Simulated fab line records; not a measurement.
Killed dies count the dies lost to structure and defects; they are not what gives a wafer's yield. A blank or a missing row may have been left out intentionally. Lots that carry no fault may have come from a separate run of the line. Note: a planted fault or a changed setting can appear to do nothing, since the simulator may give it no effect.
fab line records | flow ritCmos
record: lots: 7 wafers: 21 lastDay: 5
route steps=202 shown NWELL@35 PWELL@39 WELLDRIVE@50 NRETRO@53 M1@202
lots with no fault: from the same line, run without faults
startH: hours from the record's first day to the start of the lot's first wafer shown | waitH: hours since the lot's step before | " unchanged from the row above | L1.1+2: one row covering several wafers at once | - value missing, or start not given | * or withheld: withheld | < > ~ a bound
route shown NAME@n: NAME is a module with steps in the file, n the number in the route of the first one | usual: mean/standard deviation taken from wafers without a fault | same: alike in all rows | chamber/n: place in a boat | sites: readings site by site | _std_site: the values' standard deviation | _edge_site: inner sites' mean taken away from outer sites' mean | radiusMm: for every site, how far away it sits from the centre of the wafer | mask NAME#n: copy n | behind: the most recent tool/chamber to have shaped the wafer | hold: what put the lot on hold/how long, in hours/how the hold closed | device: the transistor (n, p or np) that didn't switch | end of line: tests of these same wafers at the route's end | step lacking rows: just its recipe | killed: not the wafer's yield, but the dies lost to structure and defects at the first sort | map: the dies of a wafer, with x for killed, . for not killed, _ for no die there
set.NAME: the setting the step ran with; set.NAME@STEP: the setting that earlier step ran with | model.NAME: the simulator's own value behind a step, which no gauge read
lots at some steps of the route; a table a step, a row a wafer
services: when a tool's chamber went out of use (startH, in hours from the record's first day, below 0 if earlier), for how many hours, and the reason
== steps ==
step: RIT_NWELL_HARDBAKE_07
recipe: resist: NOVOLAK tempC: 140 timeS: 120
step: RIT_NWELL_IMPLANT_08
recipe: species: P energyKev: 170 doseCm2: 5e+13 tiltDeg: 7
step: RIT_NWELL_STRIP_09
recipe: chemistry: O2 timeS: 180 resist: NOVOLAK platenTempC: withheld powerW: 500 pressureMtorr: 4000 o2FlowSccm: 4000
usual: drypumpMotorCurrentA: 5.6/0.47 rfReflPowerW: 6.8/1.2
columns lot.wafer tool chamber startH waitH drypumpMotorCurrentA rfHoursCounterH rfReflPowerW
L851.1 plasmaAsher-04 0 27.33 0.1 5.7 40 6.4
L851.3 " 0 " " 5.7 - 6.2
L851.5 " 0 " " 5.7 - 6.0
L852.1 plasmaAsher-03 1 32.30 0.1 5.2 38 5.6
L852.2 " 0 " " 6.0 38 7.4
L852.3 " 1 " " 5.2 - 5.1
L854.2 plasmaAsher-03 0 41.28 0.1 6.0 40 7.5
L854.4 " 1 " " 5.2 - 5.1
L854.5 " 1 " " 5.2 - 5.2
L856.2 plasmaAsher-02 1 52.84 0.1 5.1 43 9.2
L856.4 " 0 " " 6.5 - 8.3
L856.6 " 1 " " 5.1 - 9.1
L860.1 plasmaAsher-04 1 71.75 0.1 5.1 45 6.4
L860.3 " 0 " " 5.8 - 6.0
L860.6 " 0 " " 5.7 - 6.5
L861.2 plasmaAsher-03 1 76.76 0.1 5.2 43 5.3
L861.4 " 1 " " 5.2 - 5.2
L861.6 " 0 " " 6.0 - 7.1
L862.1 plasmaAsher-02 0 85.27 0.1 6.6 46 8.1
L862.2 " 1 " " 5.1 46 9.0
L862.4 " 1 " " 5.1 - 9.0
step: RIT_NWELL_TW_MEAS_10
usual: NWELL_TW: 2148/17
columns lot.wafer tool chamber startH waitH NWELL_TW
L851.1 filmMetro-04 - 27.51 0.1 2169
L851.3 " - " " 2175
L851.5 " - " " 2172
L852.1 filmMetro-04 - 32.48 0.1 2176
L852.2 " - " " 2169
L852.3 " - " " 2177
L854.2 filmMetro-02 - 41.46 0.1 2129
L854.4 " - " " 2135
L854.5 " - " " 2129
L856.2 filmMetro-01 - 53.02 0.1 2135
L856.4 " - " " 2140
L856.6 " - " " 2152
L860.1 filmMetro-01 - 71.93 0.1 2140
L860.3 " - " " 2147
L860.6 " - " " 2136
L861.2 filmMetro-01 - 76.95 0.1 2141
L861.4 " - " " 2153
L861.6 " - " " 2156
L862.1 filmMetro-02 - 85.45 0.1 2123
L862.2 " - " " 2127
L862.4 " - " " 2129
step: RIT_PWELL_HMDS_00
recipe: primeTimeS: 60 primeTempC: 140
step: RIT_PWELL_COAT_01
recipe: resist: NOVOLAK spinRpm: 2000 resistThkNm: 1300
step: RIT_PWELL_SOFTBAKE_02
recipe: resist: NOVOLAK tempC: 90 timeS: 60
step: RIT_PWELL_EXPOSE_03
recipe: maskId: M3 na: 0.57 targetCdNm: 43700 doseMj: 250
step: RIT_PWELL_PEB_04
recipe: resist: NOVOLAK tempC: withheld timeS: withheld
step: RIT_PWELL_DEVELOP_05
recipe: resist: NOVOLAK developTimeS: 68 devTempC: 23
step: RIT_PWELL_OVL_MEAS_06
usual: PWELL_OVL: 0.7/1.4
columns lot.wafer tool chamber startH waitH PWELL_OVL[nm]
L851.1 overlay-01 - 28.45 - -1.7
L851.3 " - " " 0.1
L851.5 " - " " 0.9
L852.1 overlay-01 - 33.42 - 1.9
L852.2 " - " " 0.5
L852.3 " - " " 0.2
L854.2 overlay-01 - 42.40 - -1.9
L854.4 " - " " -1.4
L854.5 " - " " -0.8
L856.2 overlay-02 - 53.96 - 0.4
L856.4 " - " " 0.2
L856.6 " - " " -1.4
L860.1 overlay-02 - 72.99 - 1.0
L860.3 " - " " 0.3
L860.6 " - " " 1.2
L861.2 overlay-02 - 78.07 - 3.0
L861.4 " - " " 0.5
L861.6 " - " " 0.4
L862.1 overlay-02 - 86.39 - 0.1
L862.2 " - " " -0.3
L862.4 " - " " 1.4
step: RIT_PWELL_HARDBAKE_07
recipe: resist: NOVOLAK tempC: 140 timeS: 120
step: RIT_PWELL_IMPLANT_08
recipe: species: B energyKev: 170 doseCm2: 7e+13 tiltDeg: 7
usual: implantIonAmu: 11/0
columns lot.wafer tool chamber startH waitH implantIonAmu model.implant.rpNm model.implant.drpNm
L851.1 implanter-01 0 28.78 0.2 11 484.3 102.9
L851.3 " 0 " " 11 484.3 102.9
L851.5 " 0 " " 11 484.3 102.9
L852.1 implanter-04 0 33.71 0.2 11 478.4 102.9
L852.2 " 0 " " 11 478.4 102.9
L852.3 " 0 " " 11 478.4 102.9
L854.2 implanter-04 0 42.70 0.2 11 482 102.9
L854.4 " 0 " " 11 482 102.9
L854.5 " 0 " " 11 482 102.9
L856.2 implanter-04 0 54.26 0.2 11 489.3 102.9
L856.4 " 0 " " 11 489.3 102.9
L856.6 " 0 " " 11 489.3 102.9
L860.1 implanter-04 0 73.28 0.2 49 122.7 49.91
L860.3 " 0 " " 49 122.7 49.91
L860.6 " 0 " " 49 122.7 49.91
L861.2 implanter-01 0 78.38 0.2 49 125.2 49.91
L861.4 " 0 " " 49 125.2 49.91
L861.6 " 0 " " 49 125.2 49.91
L862.1 implanter-04 0 86.67 0.2 49 126.6 49.91
L862.2 " 0 " " 49 126.6 49.91
L862.4 " 0 " " 49 126.6 49.91
step: RIT_PWELL_STRIP_09
recipe: chemistry: O2 timeS: 180 resist: NOVOLAK platenTempC: withheld powerW: 500 pressureMtorr: 4000 o2FlowSccm: 4000
usual: drypumpMotorCurrentA: 5.8/0.54 rfReflPowerW: 7.3/1.4
columns lot.wafer tool chamber startH waitH drypumpMotorCurrentA rfHoursCounterH rfReflPowerW
L851.1 plasmaAsher-03 0 28.93 0.1 6.0 38 7.3
L851.3 " 1 " " 5.2 - 5.0
L851.5 " 0 " " 6.0 - 7.5
L852.1 plasmaAsher-01 0 33.86 0.1 5.6 19 6.1
L852.2 " 1 " " 6.1 19 6.8
L852.3 " 0 " " 5.6 - 6.0
L854.2 plasmaAsher-01 1 42.83 0.1 6.1 20 6.8
L854.4 " 0 " " 5.6 - 6.1
L854.5 " 1 " " 6.1 - 6.9
L856.2 plasmaAsher-02 0 54.39 0.1 6.5 43 8.5
L856.4 " 0 " " 6.6 - 8.4
L856.6 " 1 " " 5.1 - 8.9
L860.1 plasmaAsher-03 1 73.43 0.1 5.2 43 5.1
L860.3 " 1 " " 5.2 - 4.9
L860.6 " 1 " " 5.2 - 4.9
L861.2 plasmaAsher-03 0 78.50 0.1 6.0 43 7.4
L861.4 " 0 " " 6.0 - 7.7
L861.6 " 0 " " 6.0 - 7.6
L862.1 plasmaAsher-02 1 86.82 0.1 5.1 46 9.2
L862.2 " 0 " " 6.5 46 8.4
L862.4 " 1 " " 5.1 - 9.2
step: RIT_PWELL_TW_MEAS_10
usual: PWELL_TW: 953/9.5
columns lot.wafer tool chamber startH waitH PWELL_TW
L851.1 filmMetro-02 - 29.10 0.1 946
L851.3 " - " " 941
L851.5 " - " " 947
L852.1 filmMetro-04 - 34.03 0.1 966
L852.2 " - " " 966
L852.3 " - " " 968
L854.2 filmMetro-04 - 43.01 0.1 968
L854.4 " - " " 961
L854.5 " - " " 965
L856.2 filmMetro-04 - 54.57 0.1 960
L856.4 " - " " 964
L856.6 " - " " 966
L860.1 filmMetro-02 - 73.60 0.1 1869
L860.3 " - " " 1874
L860.6 " - " " 1874
L861.2 filmMetro-02 - 78.69 0.1 1863
L861.4 " - " " 1869
L861.6 " - " " 1863
L862.1 filmMetro-04 - 87.00 0.1 1909
L862.2 " - " " 1909
L862.4 " - " " 1891
step: RIT_WELLDRIVE_ANNEAL_00
recipe: tempC: 1100 timeS: 14700 ambient: N2
step: RIT_WELLDRIVE_RS_MEAS_01
recipe: thkMeasGauge: four-point-probe
usual: NWELL_RS: 275.2/0.69
columns lot.wafer tool chamber startH waitH NWELL_RS[ohm/sq]
L851.1 filmMetro-01 - 34.25 0.0 274.8
L851.3 " - " " 276.0
L851.5 " - " " 275.1
L852.1 filmMetro-01 - 39.33 0.0 276.4
L852.2 " - " " 276.1
L852.3 " - " " 275.5
L854.2 filmMetro-02 - 49.98 0.0 275.3
L854.4 " - " " 274.6
L854.5 " - " " 274.4
L856.2 filmMetro-02 - 61.92 0.0 275.3
L856.4 " - " " 274.5
L856.6 " - " " 276.2
L860.1 filmMetro-02 - 81.32 0.0 274.6
L860.3 " - " " 275.8
L860.6 " - " " 275.4
L861.2 filmMetro-02 - 84.73 0.0 275.0
L861.4 " - " " 274.4
L861.6 " - " " 275.3
L862.1 filmMetro-04 - 92.15 0.0 274.4
L862.2 " - " " 275.0
L862.4 " - " " 275.1
step: RIT_WELLDRIVE_RS_MEAS_02
recipe: thkMeasGauge: four-point-probe
usual: PWELL_RS: 429.6/1.4
columns lot.wafer tool chamber startH waitH PWELL_RS[ohm/sq]
L851.1 filmMetro-01 - 34.37 0.1 431.9
L851.3 " - " " 430.9
L851.5 " - " " 431.6
L852.1 filmMetro-01 - 39.45 0.1 428.2
L852.2 " - " " 429.9
L852.3 " - " " 429.7
L854.2 filmMetro-02 - 50.10 0.1 429.1
L854.4 " - " " 428.7
L854.5 " - " " 427.4
L856.2 filmMetro-02 - 62.04 0.1 429.1
L856.4 " - " " 428.3
L856.6 " - " " 427.9
L860.1 filmMetro-02 - 81.44 0.1 464.2
L860.3 " - " " 462.0
L860.6 " - " " 464.9
L861.2 filmMetro-02 - 84.85 0.1 464.3
L861.4 " - " " 463.5
L861.6 " - " " 464.4
L862.1 filmMetro-04 - 92.27 0.1 463.9
L862.2 " - " " 463.4
L862.4 " - " " 464.7
step: RIT_NRETRO_HMDS_00
recipe: primeTimeS: 60 primeTempC: 140
step: RIT_M1_PROBE_99
usual: killedAtContacts: 0.1/0.23 killedAtFrontEnd: 7/3 killedDies: 7/3 killedOpen: 3.3/1.8 killedShort: 3.3/2.2
same: grossDies: 264 killed_at_M0_to_M3: 0 killed_at_M4_up: 0 killedAtBackSide: 0 killedAtOther: 0
columns lot.wafer tool chamber startH waitH killedAtContacts killedAtFrontEnd killedDies killedOpen killedShort
L854.2 prober-01 - 81.30 0.1 0 2 2 1 1
L854.4 prober-01 - 81.40 0.2 0 8 8 4 4
L854.5 prober-01 - 81.45 0.2 0 7 7 4 3
L856.2 prober-01 - 100.82 0.1 0 8 8 4 4
L856.4 prober-01 - 100.92 0.2 0 8 8 1 7
L856.6 prober-01 - 101.02 0.2 0 4 4 3 1
L860.1 prober-02 - 111.39 0.1 0 2 2 1 1
L860.3 prober-02 - 111.49 0.2 0 8 8 5 3
L860.6 prober-02 - 111.64 0.2 0 5 5 1 4
L862.1 prober-02 - 122.92 0.1 0 9 9 8 1
L862.2 prober-02 - 122.97 0.1 0 5 5 4 1
L862.4 prober-02 - 123.07 0.2 0 11 11 2 9
killed by level:class
L854.2 GATE:geometricParticle:open=1 REOX:geometricParticle:short=1
L854.4 FOX1:geometricParticle:short=2 GATE:geometricParticle:open=2 FOX2:geometricParticle:short=1 GATE:geometricParticle:short=1 REOX:geometricParticle:open=1 SPACER:geometricParticle:open=1
L854.5 REOX:geometricParticle:open=2 FOX1:geometricParticle:open=1 GATE:geometricParticle:short=1 REOX:geometricParticle:short=1 SPACER:geometricParticle:short=1 SPACER:geometricParticle:open=1
L856.2 GATE:geometricParticle:short=3 FOX1:geometricParticle:open=2 FOX1:geometricParticle:short=1 GATE:geometricParticle:open=1 SPACER:geometricParticle:open=1
L856.4 FOX1:geometricParticle:short=3 SPACER:geometricParticle:short=2 FOX1:geometricParticle:open=1 FOX2:geometricParticle:short=1 SILICIDE:geometricParticle:short=1
L856.6 GATE:geometricParticle:open=1 SPACER:geometricParticle:short=1 SPACER:geometricParticle:open=1 SILICIDE:geometricParticle:open=1
L860.1 FOX2:geometricParticle:short=1 REOX:geometricParticle:open=1
L860.3 FOX1:geometricParticle:short=2 GATE:geometricParticle:open=2 FOX1:geometricParticle:open=1 GATE:geometricParticle:short=1 SPACER:geometricParticle:open=1 SILICIDE:geometricParticle:open=1
L860.6 GATE:geometricParticle:short=4 SPACER:geometricParticle:open=1
L862.1 GATE:geometricParticle:open=5 FOX1:geometricParticle:open=2 FOX2:geometricParticle:open=1 REOX:geometricParticle:short=1
L862.2 SPACER:geometricParticle:open=2 FOX2:geometricParticle:open=1 GATE:geometricParticle:short=1 REOX:geometricParticle:open=1
L862.4 FOX1:geometricParticle:short=4 FOX2:geometricParticle:short=2 FOX1:geometricParticle:open=1 GATE:geometricParticle:short=1 GATE:geometricParticle:open=1 SPACER:geometricParticle:short=1 SILICIDE:geometricParticle:short=1
== services ==
columns tool chamber startH hours kind
implanter-04 - 37.98 2.9 pm
implanter-04 - 44.98 1.8 repair
implanter-01 - 52.60 4.1 repair
implanter-04 - 62.62 6.2 repair
== key ==
firstSign: step: RIT_PWELL_IMPLANT_08 reading: implantIonAmu direction: up sigmas: 99+ usual: 11 struck: 49
effect: step: RIT_PWELL_TW_MEAS_10 reading: PWELL_TW direction: up sigmas: 97 usual: 953 struck: 1880
effect: step: RIT_WELLDRIVE_RS_MEAS_02 reading: PWELL_RS direction: up sigmas: 25 usual: 429.6 struck: 463.9
modelEffect: step: RIT_PWELL_IMPLANT_08 value: implant.rpNm without: 485.9 struck: 124.8
metAt RIT_PWELL_IMPLANT_08
struckWafers L860.1,L860.3,L860.6,L861.2,L861.4,L861.6,L862.1,L862.2,L862.4
testerLeftOut L860,L861,L862
onsetBetween 54.26 73.28
fault: kind: wrongRecipeDownload tool: implanter-01,implanter-03,implanter-04 chamber: - onsetH: 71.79 steps: RIT_PWELL_IMPLANT_08 wrongRecipe.notListed: 1
testerLeftOut: of these lots the tester's yield and bins aren't shown, on N5 and GAA mostly nor the transistor test; their killed dies are dies lost to structure and defects alone, not to doping, threshold or leakage, so they don't give the yield
